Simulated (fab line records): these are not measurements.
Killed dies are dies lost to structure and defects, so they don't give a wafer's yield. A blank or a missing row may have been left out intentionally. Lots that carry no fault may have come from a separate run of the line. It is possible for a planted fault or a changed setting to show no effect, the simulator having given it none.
8D (eight disciplines) problem report, filled in by code    flow ritCmos    the parts of the form that need people (team, actions taken, sign-off) are left out

1. PROBLEM STATEMENT
Mean of beamEnergyKeV at RIT_NWELL_IMPLANT_08: 176.30 across 6 wafers in 2 lots; on wafers with no fault it is 170.01 (standard deviation 0.056). So: +99 or more standard deviations from the usual mean.
First seen on wafer L475.2, day 4 03:42, on implanter-02. At this step, 42 wafers from 14 lots have a number in the record. Rule for "out" (also "out of limits"): further than 4 standard deviations from the usual mean. Any other wafer with a number is counted as sound.

2. WHAT IT IS AND WHAT IT IS NOT
question                     is                      is not
which readings at this step  beamEnergyKeV           -
which lots                   L475, L476              L464, L466, L467, L468, L471, L472, L473, L474, L480, L484, L485, L487
which wafers of those lots   all that have a number  -
read on which tools          implanter-02            implanter-03, implanter-04
when                         from day 4 03:42        up to then (24 sound wafers); but 12 sound wafers of L480, L484, L485, L487 came after

3. THE SUSPECTS, EACH WITH WHAT RULES IT OUT
Counting: any tool at a process step up to the reading is kept as a suspect provided that every lot that is out went through it and no sound lot did after the first of them.
- implanter-02 at RIT_NWELL_IMPLANT_08: kept. Every lot that is out went through it, starting with L475 (day 4 03:42), and after that it ran no sound lot; the last sound lot it ran before then is L474 (day 3 22:36). Its own beamEnergyKeV readings are out on those wafers.
Remaining after the count: implanter-02 at RIT_NWELL_IMPLANT_08.

4. THE CAUSE (what the simulator had put in)
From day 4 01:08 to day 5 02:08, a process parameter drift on implanter-02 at RIT_NWELL_IMPLANT_08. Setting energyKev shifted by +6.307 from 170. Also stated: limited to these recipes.
Only this tool survived the counting.

5. SEQUENCE OF EFFECTS, ordered by route
Rows list readings where the struck wafers' mean (over those with a number) sits beyond 3 standard deviations from the usual. Scope: only readings with a usual standard deviation given in the record; hours: median across lots of the time from each lot's start at the first step in this table that gives one to its start at this step; sigmas: change in usual standard deviations.
hours  step                  reading        usual   on struck wafers  change  sigmas
0      RIT_NWELL_IMPLANT_08  beamEnergyKeV  170.01  176.30            +6.29   +99 or more
Its process steps:
- RIT_NWELL_IMPLANT_08

6. HOW IT WOULD HAVE BEEN CAUGHT EARLIER
In this record no reading fell out of limits until day 4 03:42, 3 hours after the fault had begun at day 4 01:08.
